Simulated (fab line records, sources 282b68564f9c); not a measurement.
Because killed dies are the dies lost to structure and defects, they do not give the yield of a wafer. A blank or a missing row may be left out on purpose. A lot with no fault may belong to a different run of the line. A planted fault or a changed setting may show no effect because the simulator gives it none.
Which of the tools did it? || flow rit_cmos || 14 lots, 42 wafers sampled, at 5 steps of a route of 202

WHAT EACH GAUGE READ, for each wafer
RIT_GATE_THK_MEAS_07.
{"lot": "L860", "measured": "day 2 15:22", "on": "film_metro-04", "GATE_OXIDE_THK (nm)": "2.82 2.76 2.84"}
{"lot": "L861", "measured": "day 2 22:50", "on": "film_metro-01", "GATE_OXIDE_THK (nm)": "2.75 2.72 2.81"}
{"lot": "L863", "measured": "day 3 07:50", "on": "film_metro-01", "GATE_OXIDE_THK (nm)": "2.74 2.72 2.64"}
{"lot": "L865", "measured": "day 3 20:05", "on": "film_metro-01", "GATE_OXIDE_THK (nm)": "2.81 2.80 2.80"}
{"lot": "L866", "measured": "day 3 20:21", "on": "film_metro-04", "GATE_OXIDE_THK (nm)": "2.71 2.70 2.74"}
{"lot": "L867", "measured": "day 4 08:55", "on": "film_metro-01", "GATE_OXIDE_THK (nm)": "2.73 2.75 2.78"}
{"lot": "L868", "measured": "day 4 11:01", "on": "film_metro-03", "GATE_OXIDE_THK (nm)": "2.82 2.77 2.85"}
{"lot": "L870", "measured": "day 4 21:34", "on": "film_metro-04", "GATE_OXIDE_THK (nm)": "1.87 1.95 1.97 1.87 2.00 1.95"}
{"lot": "L874", "measured": "day 5 17:27", "on": "film_metro-03", "GATE_OXIDE_THK (nm)": "2.00 2.01 2.03 1.96 2.04 1.99"}
{"lot": "L876", "measured": "day 5 22:40", "on": "film_metro-04", "GATE_OXIDE_THK (nm)": "2.77 2.79 2.78"}
{"lot": "L877", "measured": "day 6 11:07", "on": "film_metro-03", "GATE_OXIDE_THK (nm)": "2.77 2.69 2.71"}
{"lot": "L878", "measured": "day 6 14:37", "on": "film_metro-04", "GATE_OXIDE_THK (nm)": "2.77 2.80 2.70"}
{"lot": "L879", "measured": "day 6 20:43", "on": "film_metro-04", "GATE_OXIDE_THK (nm)": "2.70 2.74 2.68"}
{"lot": "L883", "measured": "day 8 02:11", "on": "film_metro-04", "GATE_OXIDE_THK (nm)": "2.74 2.71 2.73"}

RIT_SPACER_THK_MEAS_04.
{"lot": "L860", "measured": "day 3 04:48", "on": "film_metro-03", "SPACER_NITRIDE_THK (nm)": "250.8 250.7 251.9"}
{"lot": "L861", "measured": "day 3 14:03", "on": "film_metro-04", "SPACER_NITRIDE_THK (nm)": "245.5 246.0 245.8"}
{"lot": "L863", "measured": "day 4 01:27", "on": "film_metro-03", "SPACER_NITRIDE_THK (nm)": "248.9 253.3 249.5"}
{"lot": "L865", "measured": "day 4 10:31", "on": "film_metro-04", "SPACER_NITRIDE_THK (nm)": "253.5 249.8 250.7"}
{"lot": "L866", "measured": "day 4 10:32", "on": "film_metro-03", "SPACER_NITRIDE_THK (nm)": "246.6 247.3 247.6"}
{"lot": "L867", "measured": "day 5 02:22", "on": "film_metro-02", "SPACER_NITRIDE_THK (nm)": "253.2 253.7 254.8"}
{"lot": "L868", "measured": "day 5 05:14", "on": "film_metro-02", "SPACER_NITRIDE_THK (nm)": "252.2 253.9 253.4"}
{"lot": "L870", "measured": "day 5 19:02", "on": "film_metro-03", "SPACER_NITRIDE_THK (nm)": "246.2 244.7 245.1"}
{"lot": "L874", "measured": "day 6 20:54", "on": "film_metro-02", "SPACER_NITRIDE_THK (nm)": "249.1 247.7 250.0"}
{"lot": "L876", "measured": "day 6 19:07", "on": "film_metro-02", "SPACER_NITRIDE_THK (nm)": "248.9 250.0 248.0"}
{"lot": "L877", "measured": "day 7 06:58", "on": "film_metro-03", "SPACER_NITRIDE_THK (nm)": "253.4 253.7 251.7"}
{"lot": "L878", "measured": "day 7 08:10", "on": "film_metro-04", "SPACER_NITRIDE_THK (nm)": "250.0 251.5 250.0"}
{"lot": "L879", "measured": "day 7 14:37", "on": "film_metro-03", "SPACER_NITRIDE_THK (nm)": "248.4 247.6 249.0"}
{"lot": "L883", "measured": "day 8 17:38", "on": "film_metro-03", "SPACER_NITRIDE_THK (nm)": "247.1 249.1 249.1"}

RIT_SILICIDE_RS_MEAS_02: measurement is done with a four-point probe.
{"lot": "L860", "measured": "day 3 09:04", "on": "film_metro-03", "SILICIDE_TI_RS (ohm/sq)": "48.4 48.1 48.6"}
{"lot": "L861", "measured": "day 3 18:26", "on": "film_metro-04", "SILICIDE_TI_RS (ohm/sq)": "48.1 48.4 47.7"}
{"lot": "L863", "measured": "day 4 05:43", "on": "film_metro-04", "SILICIDE_TI_RS (ohm/sq)": "47.7 48.3 47.9"}
{"lot": "L865", "measured": "day 4 14:52", "on": "film_metro-04", "SILICIDE_TI_RS (ohm/sq)": "47.5 47.2 47.4"}
{"lot": "L866", "measured": "day 4 15:07", "on": "film_metro-01", "SILICIDE_TI_RS (ohm/sq)": "47.9 48.2 48.4"}
{"lot": "L867", "measured": "day 5 06:40", "on": "film_metro-03", "SILICIDE_TI_RS (ohm/sq)": "47.5 47.6 47.3"}
{"lot": "L868", "measured": "day 5 09:29", "on": "film_metro-04", "SILICIDE_TI_RS (ohm/sq)": "48.4 48.3 48.8"}
{"lot": "L870", "measured": "day 6 00:44", "on": "film_metro-01", "SILICIDE_TI_RS (ohm/sq)": "48.0 48.5 48.9"}
{"lot": "L874", "measured": "day 7 01:23", "on": "film_metro-04", "SILICIDE_TI_RS (ohm/sq)": "48.4 48.2 47.2"}
{"lot": "L876", "measured": "day 6 23:47", "on": "film_metro-04", "SILICIDE_TI_RS (ohm/sq)": "47.8 48.1 48.0"}
{"lot": "L877", "measured": "day 7 11:38", "on": "film_metro-04", "SILICIDE_TI_RS (ohm/sq)": "48.0 48.5 48.1"}
{"lot": "L878", "measured": "day 7 12:49", "on": "film_metro-01", "SILICIDE_TI_RS (ohm/sq)": "48.7 48.4 48.3"}
{"lot": "L879", "measured": "day 7 19:10", "on": "film_metro-04", "SILICIDE_TI_RS (ohm/sq)": "47.5 47.9 48.4"}
{"lot": "L883", "measured": "day 8 22:06", "on": "film_metro-03", "SILICIDE_TI_RS (ohm/sq)": "48.3 48.3 48.1"}

EACH LOT AND THE TOOL THAT RAN IT (in order: tool; ch and the chambers of the sampled wafers; start)
{"lot": "L860", "RIT_GATE_OXIDATION_05": "furnace-04 ch 0, day 2 14:02", "RIT_GATE_STRIP_20": "plasma_asher-03 ch 0,1, day 2 18:37"}
{"lot": "L861", "RIT_GATE_OXIDATION_05": "furnace-01 ch 0, day 2 20:12", "RIT_GATE_STRIP_20": "plasma_asher-02 ch 0,1, day 3 01:52"}
{"lot": "L863", "RIT_GATE_OXIDATION_05": "furnace-04 ch 0, day 3 02:01", "RIT_GATE_STRIP_20": "plasma_asher-02 ch 0,1, day 3 10:58"}
{"lot": "L865", "RIT_GATE_OXIDATION_05": "furnace-01 ch 0, day 3 17:38", "RIT_GATE_STRIP_20": "plasma_asher-02 ch 0,1, day 3 23:53"}
{"lot": "L866", "RIT_GATE_OXIDATION_05": "furnace-03 ch 0, day 3 18:46", "RIT_GATE_STRIP_20": "plasma_asher-03 ch 0,1, day 3 23:26"}
{"lot": "L867", "RIT_GATE_OXIDATION_05": "furnace-03 ch 0, day 4 06:27", "RIT_GATE_STRIP_20": "plasma_asher-04 ch 0,1, day 4 12:43"}
{"lot": "L868", "RIT_GATE_OXIDATION_05": "furnace-04 ch 0, day 4 08:59", "RIT_GATE_STRIP_20": "plasma_asher-02 ch 0,1, day 4 15:16"}
{"lot": "L870", "RIT_GATE_OXIDATION_05": "furnace-04 ch 0, day 4 18:17", "RIT_GATE_STRIP_20": "plasma_asher-02 ch 0,1, day 5 06:56"}
{"lot": "L874", "RIT_GATE_OXIDATION_05": "furnace-04 ch 0, day 5 13:55", "RIT_GATE_STRIP_20": "plasma_asher-02 ch 0,1, day 6 05:52"}
{"lot": "L876", "RIT_GATE_OXIDATION_05": "furnace-03 ch 0, day 5 21:20", "RIT_GATE_STRIP_20": "plasma_asher-02 ch 0,1, day 6 03:34"}
{"lot": "L877", "RIT_GATE_OXIDATION_05": "furnace-01 ch 0, day 6 07:25", "RIT_GATE_STRIP_20": "plasma_asher-04 ch 0,1, day 6 20:44"}
{"lot": "L878", "RIT_GATE_OXIDATION_05": "furnace-03 ch 0, day 6 09:47", "RIT_GATE_STRIP_20": "plasma_asher-02 ch 0,1, day 6 20:19"}
{"lot": "L879", "RIT_GATE_OXIDATION_05": "furnace-03 ch 0, day 6 15:55", "RIT_GATE_STRIP_20": "plasma_asher-04 ch 0,1, day 7 02:05"}
{"lot": "L883", "RIT_GATE_OXIDATION_05": "furnace-03 ch 0, day 7 22:01", "RIT_GATE_STRIP_20": "plasma_asher-04 ch 0,1, day 8 06:06"}
- RIT_GATE_OXIDATION_05: target thk 3 nm, ox time 270 s.
- RIT_GATE_STRIP_20: strips in O2, time 180 s.

AS READ BY THE TOOLS THEMSELVES (means over the sampled wafers that have a number; for cases with no such wafer, the mark the record gives instead)
RIT_GATE_OXIDATION_05.
{"lot": "L860", "tool": "furnace-04", "spike_tc_source_C (C)": 915.9, "zone_power_load_pct (%)": 28}
{"lot": "L861", "tool": "furnace-01", "spike_tc_source_C (C)": 916.2, "zone_power_load_pct (%)": 24}
{"lot": "L863", "tool": "furnace-04", "spike_tc_source_C (C)": 916.2, "zone_power_load_pct (%)": 29}
{"lot": "L865", "tool": "furnace-01", "spike_tc_source_C (C)": 916.6, "zone_power_load_pct (%)": 24}
{"lot": "L866", "tool": "furnace-03", "spike_tc_source_C (C)": 919.6, "zone_power_load_pct (%)": 21}
{"lot": "L867", "tool": "furnace-03", "spike_tc_source_C (C)": 918.5, "zone_power_load_pct (%)": 21}
{"lot": "L868", "tool": "furnace-04", "spike_tc_source_C (C)": 915.3, "zone_power_load_pct (%)": 29}
{"lot": "L870", "tool": "furnace-04", "spike_tc_source_C (C)": 916.1, "zone_power_load_pct (%)": 29}
{"lot": "L874", "tool": "furnace-04", "spike_tc_source_C (C)": 915.8, "zone_power_load_pct (%)": 29}
{"lot": "L876", "tool": "furnace-03", "spike_tc_source_C (C)": 919.7, "zone_power_load_pct (%)": 21}
{"lot": "L877", "tool": "furnace-01", "spike_tc_source_C (C)": 917.4, "zone_power_load_pct (%)": 24}
{"lot": "L878", "tool": "furnace-03", "spike_tc_source_C (C)": 919.7, "zone_power_load_pct (%)": 21}
{"lot": "L879", "tool": "furnace-03", "spike_tc_source_C (C)": 920.6, "zone_power_load_pct (%)": 21}
{"lot": "L883", "tool": "furnace-03", "spike_tc_source_C (C)": 919.5, "zone_power_load_pct (%)": 21}

RIT_GATE_STRIP_20.
{"lot": "L860", "tool": "plasma_asher-03", "drypump_motor_current_A (A)": 5.7, "o2_flow_sccm (sccm)": 3998, "rf_refl_power_W (W)": 7.0}
{"lot": "L861", "tool": "plasma_asher-02", "drypump_motor_current_A (A)": 6.1, "o2_flow_sccm (sccm)": 4012, "rf_refl_power_W (W)": 6.2}
{"lot": "L863", "tool": "plasma_asher-02", "drypump_motor_current_A (A)": 6.0, "o2_flow_sccm (sccm)": 3999, "rf_refl_power_W (W)": 5.1}
{"lot": "L865", "tool": "plasma_asher-02", "drypump_motor_current_A (A)": 6.1, "o2_flow_sccm (sccm)": 3981, "rf_refl_power_W (W)": 6.3}
{"lot": "L866", "tool": "plasma_asher-03", "drypump_motor_current_A (A)": 5.6, "o2_flow_sccm (sccm)": 3987, "rf_refl_power_W (W)": 7.3}
{"lot": "L867", "tool": "plasma_asher-04", "drypump_motor_current_A (A)": 5.5, "o2_flow_sccm (sccm)": 4013, "rf_refl_power_W (W)": 7.8}
{"lot": "L868", "tool": "plasma_asher-02", "drypump_motor_current_A (A)": 6.1, "o2_flow_sccm (sccm)": 3998, "rf_refl_power_W (W)": 6.1}
{"lot": "L870", "tool": "plasma_asher-02", "drypump_motor_current_A (A)": 6.1, "o2_flow_sccm (sccm)": 3990, "rf_refl_power_W (W)": 6.3}
{"lot": "L874", "tool": "plasma_asher-02", "drypump_motor_current_A (A)": 6.1, "o2_flow_sccm (sccm)": 3992, "rf_refl_power_W (W)": 5.3}
{"lot": "L876", "tool": "plasma_asher-02", "drypump_motor_current_A (A)": 6.1, "o2_flow_sccm (sccm)": 3994, "rf_refl_power_W (W)": 6.3}
{"lot": "L877", "tool": "plasma_asher-04", "drypump_motor_current_A (A)": 5.5, "o2_flow_sccm (sccm)": 3993, "rf_refl_power_W (W)": 7.9}
{"lot": "L878", "tool": "plasma_asher-02", "drypump_motor_current_A (A)": 6.1, "o2_flow_sccm (sccm)": 3996, "rf_refl_power_W (W)": 5.1}
{"lot": "L879", "tool": "plasma_asher-04", "drypump_motor_current_A (A)": 5.8, "o2_flow_sccm (sccm)": 4005, "rf_refl_power_W (W)": 7.8}
{"lot": "L883", "tool": "plasma_asher-04", "drypump_motor_current_A (A)": 5.4, "o2_flow_sccm (sccm)": 4003, "rf_refl_power_W (W)": 7.7}

THE ANSWER, worked out from the rows above alone
Rule: what is usual is taken from the lots themselves. The widest of any qualifying gaps counts: lots, ordered by their means at a reading, are off when they make up no more than a third of the lots, leave a main group of 4 or more, and stand apart from it by 3 or more times the standard deviation of that group's means. The tables above print the reading to a certain number of digits; a main group whose means all agree to those digits is not used. A lot without any number at a reading at which 4 lots or more have one is off too. All remaining lots with rows at the step are treated as sound. After the gauges, taken in route order, come the tools' own readings; for these a lot's mean is taken, as printed above. At the first step where some lot is off, the reading lying furthest off is the one used; lots without a number count as furthest.
Off: L870, L874, seen at RIT_GATE_THK_MEAS_07 (GATE_OXIDE_THK). The main group: mean 2.75 nm, standard deviation 0.038.
If a tool, at a process step before that reading, ran all the lots that are off and no sound lot after the first of them, it fits. Gauges at RIT_GATE_THK_MEAS_07: tried the same way as those tools. One candidate fits, namely furnace-04 at RIT_GATE_OXIDATION_05. Its last sound lot is L868 (day 4 08:59), its first lot that is off L870 (day 4 18:17): a fault that began between those two fits.

WHAT WAS PUT IN BY THE SIMULATOR
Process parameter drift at RIT_GATE_OXIDATION_05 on furnace-04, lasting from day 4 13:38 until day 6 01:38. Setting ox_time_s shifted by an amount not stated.
Shown lots that were struck: L870, L874. The rule above reached the same finding.
